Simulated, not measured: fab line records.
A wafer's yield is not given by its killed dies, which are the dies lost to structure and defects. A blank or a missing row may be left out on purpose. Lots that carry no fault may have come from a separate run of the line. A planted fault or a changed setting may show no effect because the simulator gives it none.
One fault seen from 2 desks + flow rit cmos + numbers are kept per desk, each desk with only its own; the story behind them comes last

== FROM THE METROLOGY DESK ==
What the gauges read for every lot (on any tool): the sampled wafers with a number, averaged. Any lot whose mean is over 4 standard deviations away from the usual mean is out of limits and marked OUT; that distance is given in the brackets.
Columns: A = GATE_OXIDE_THK at RIT_GATE_THK_MEAS_07, usual 2.98 nm
| lot  | first seen here | A               |
|------|-----------------|-----------------|
| L912 | day 2 09:47     | 3.04            |
| L913 | day 2 14:23     | 2.99            |
| L915 | day 3 01:54     | 2.47 (-9.4) OUT |
| L916 | day 3 07:04     | 2.94            |
| L918 | day 3 16:37     | 2.51 (-8.7) OUT |
| L919 | day 3 21:23     | 2.49 (-9.1) OUT |
| L921 | day 4 14:34     | 3.00            |
| L924 | day 5 06:07     | 2.93            |
| L925 | day 5 09:19     | 3.03            |
| L930 | day 6 05:22     | 3.02            |
| L931 | day 6 08:11     | 2.96            |
| L932 | day 6 13:56     | 3.03            |
| L933 | day 6 18:19     | 2.98            |
| L934 | day 7 01:58     | 2.97            |
| L935 | day 7 08:34     | 2.98            |
This desk reports L915, L918, L919 out of limits; the earliest was L915 at day 3 01:54 (GATE_OXIDE_THK at RIT_GATE_THK_MEAS_07). In limits: L912, L913, L916, L921, L924, L925, L930, L931, L932, L933, L934, L935.

== FOR THE TOOL OWNER'S DESK: furnace-02 ==
The tool's own readings at RIT_GATE_OXIDATION_05 (target thk 3 nm, ox time 270 s): means of the sampled wafers that have a number, for each lot that ran on this tool. Any lot whose mean is over 4 standard deviations away from the usual mean is out of limits and marked OUT; that distance is given in the brackets.
Columns: A = spike tc centre C at RIT_GATE_OXIDATION_05, usual 902.6 C; B = spike tc load C at RIT_GATE_OXIDATION_05, usual 926.2 C; C = spike tc source C at RIT_GATE_OXIDATION_05, usual 928.7 C; D = tube center temp C at RIT_GATE_OXIDATION_05, usual 900.01 C; E = tube_center_temp_C_max at RIT_GATE_OXIDATION_05, usual 902.3
| lot  | first seen here | A               | B                | C                | D                        | E               |
|------|-----------------|-----------------|------------------|------------------|--------------------------|-----------------|
| L913 | day 2 13:03     | 901.3           | 924.7            | 929.5            | 899.97                   | 902.4           |
| L915 | day 3 00:33     | 888.3 (-13) OUT | 911.0 (-9.5) OUT | 914.8 (-7.3) OUT | 885.96 (-99 or more) OUT | 888.1 (-39) OUT |
| L918 | day 3 15:16     | 889.0 (-12) OUT | 911.1 (-9.5) OUT | 915.4 (-7.0) OUT | 886.03 (-99 or more) OUT | 888.4 (-39) OUT |
| L919 | day 3 20:04     | 888.0 (-13) OUT | 911.3 (-9.3) OUT | 915.8 (-6.8) OUT | 886.02 (-99 or more) OUT | 888.2 (-39) OUT |
| L930 | day 6 04:02     | 903.2           | 925.2            | 928.4            | 900.01                   | 902.4           |
| L932 | day 6 12:35     | 902.4           | 925.1            | 928.9            | 900.02                   | 902.3           |
| L933 | day 6 16:59     | 903.2           | 924.9            | 930.9            | 899.97                   | 902.2           |
| L935 | day 7 05:18     | 903.1           | 925.2            | 929.3            | 899.95                   | 902.2           |
This desk finds L915, L918, L919 out of limits, L915 being first, at day 3 00:33 (spike tc centre C at RIT_GATE_OXIDATION_05). In limits: L913, L930, L932, L933, L935.

== BROUGHT TOGETHER ==
The tool owner's desk could have raised an alarm at day 3 00:33, on L915, L918, L919.
Metrology desk: alarm possible at day 3 01:54 on L915, L918, L919.
The lots listed all ran RIT_GATE_OXIDATION_05 on furnace-02.

== WHAT HAD BEEN PUT IN BY THE SIMULATOR ==
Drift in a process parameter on furnace-02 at RIT_GATE_OXIDATION_05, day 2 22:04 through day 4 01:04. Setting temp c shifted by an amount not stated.
Struck lots among those shown: L915, L918, L919.
Counting hours from when the fault started, the first reading out of limits came at 2 for the tool owner's desk and at 4 for the metrology desk.
